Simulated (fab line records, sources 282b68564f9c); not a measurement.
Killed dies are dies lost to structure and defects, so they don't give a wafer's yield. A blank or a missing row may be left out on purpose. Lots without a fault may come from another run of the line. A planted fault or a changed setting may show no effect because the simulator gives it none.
Split-lot experiment | flow rit_cmos | 5 lots, 23 wafers read, on a route of 202 steps

THE SPLIT
At RIT_PWELL_HARDBAKE_07 (time 120 s), the setting temp_c was moved away from the recipe's 140 C on 11 of the 23 wafers read, by -2.2% to +3.0%. The other wafers ran this setting at the recipe's value.

The reading is taken at the split's own step.

THE READING
NOVOLAK_of_PWELL_COAT_01.thk_nm (the simulator's own value, which no gauge read), in nm, at RIT_PWELL_HARDBAKE_07 (time 120 s). The file gives no usual value for it. The 12 wafers here that ran the recipe average 1140 nm, standard deviation 2.8 nm.

wafer  | tool, chamber at the split | temp_c as run, C | against the recipe | NOVOLAK_of_PWELL_COAT_01.thk_nm, nm | against lot-mates on the recipe
L077.2 | litho_track-03, 0          | 138.4            | -1.1%              | 1141                                | +2
L077.3 | litho_track-03, 0          | 140              | recipe             | 1138                                | -
L077.4 | litho_track-03, 0          | 138.4            | -1.1%              | 1144                                | +4
L077.6 | litho_track-03, 0          | 138.4            | -1.1%              | 1144                                | +4
L077.5 | litho_track-03, 0          | 140              | recipe             | 1141                                | -
L078.1 | litho_track-02, 0          | 140              | recipe             | 1140                                | -
L078.3 | litho_track-02, 0          | 140              | recipe             | 1142                                | -
L078.4 | litho_track-02, 0          | 144.2            | +3.0%              | 1136                                | -5
L078.5 | litho_track-02, 0          | 144.2            | +3.0%              | 1134                                | -7
L078.6 | litho_track-02, 0          | 144.2            | +3.0%              | 1132                                | -9
L080.2 | litho_track-02, 0          | 140              | recipe             | 1138                                | -
L080.3 | litho_track-02, 0          | 140              | recipe             | 1140                                | -
L080.4 | litho_track-02, 0          | 141.4            | +1.0%              | 1133                                | -6
L080.5 | litho_track-02, 0          | 141.4            | +1.0%              | 1137                                | -2
L080.6 | litho_track-02, 0          | 141.4            | +1.0%              | 1138                                | -1
L081.1 | litho_track-02, 0          | 140              | recipe             | 1137                                | -
L081.2 | litho_track-02, 0          | 136.9            | -2.2%              | 1142                                | +6
L081.3 | litho_track-02, 0          | 140              | recipe             | 1136                                | -
L081.4 | litho_track-02, 0          | 140              | recipe             | 1135                                | -
L081.6 | litho_track-02, 0          | 136.9            | -2.2%              | 1144                                | +8
L083.4 | litho_track-02, 0          | 140              | recipe             | 1144                                | -
L083.5 | litho_track-02, 0          | 140              | recipe             | 1144                                | -
L083.6 | litho_track-02, 0          | 140              | recipe             | 1141                                | -

THE FIT
A straight line over all 23 wafers: NOVOLAK_of_PWELL_COAT_01.thk_nm changes by -2 nm for each +1% of temp_c; r = -0.74; the points scatter about the line by 2.6 nm.
The same after taking each lot's own level away (the mean of its wafers on the recipe; 23 wafers): -2.65 nm for each +1%; r = -0.92; scatter 1.6 nm.
On that fit, the largest move of temp_c shifts the reading by 8 nm.
The lots' own levels span 1136.0 to 1143.0 nm, that is 2.5 times the standard deviation above.
So the lot-to-lot level blurs the effect unless lot-mates are compared.
Check: with one of the wafers moved furthest among these (+3.0%) left out of the fit, the line predicts -8.52 nm for it against its lot-mates. It came out at -5 nm against them.

OTHER SPLITS ON THESE WAFERS
These wafers also went through other splits before the reading. Each is held against what the fit with the lots' levels taken away leaves over:
other split on the same wafers   | wafers away from the commonest value | r with NOVOLAK_of_PWELL_COAT_01.thk_nm (lot level and that fit taken away)
RIT_ACTIVE_OXIDATION_01 temp_c   | 13                                   | -0.01
RIT_ACTIVE_COAT_06 resist_thk_nm | 9                                    | +0.09
RIT_ACTIVE_HARDBAKE_12 temp_c    | 9                                    | +0.16
RIT_NWELL_COAT_01 spin_rpm       | 12                                   | -0.02

THE FILE'S OWN FIT
NOVOLAK_of_PWELL_COAT_01.thk_nm changes by -2.84 nm for each +1% of temp_c, r = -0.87.
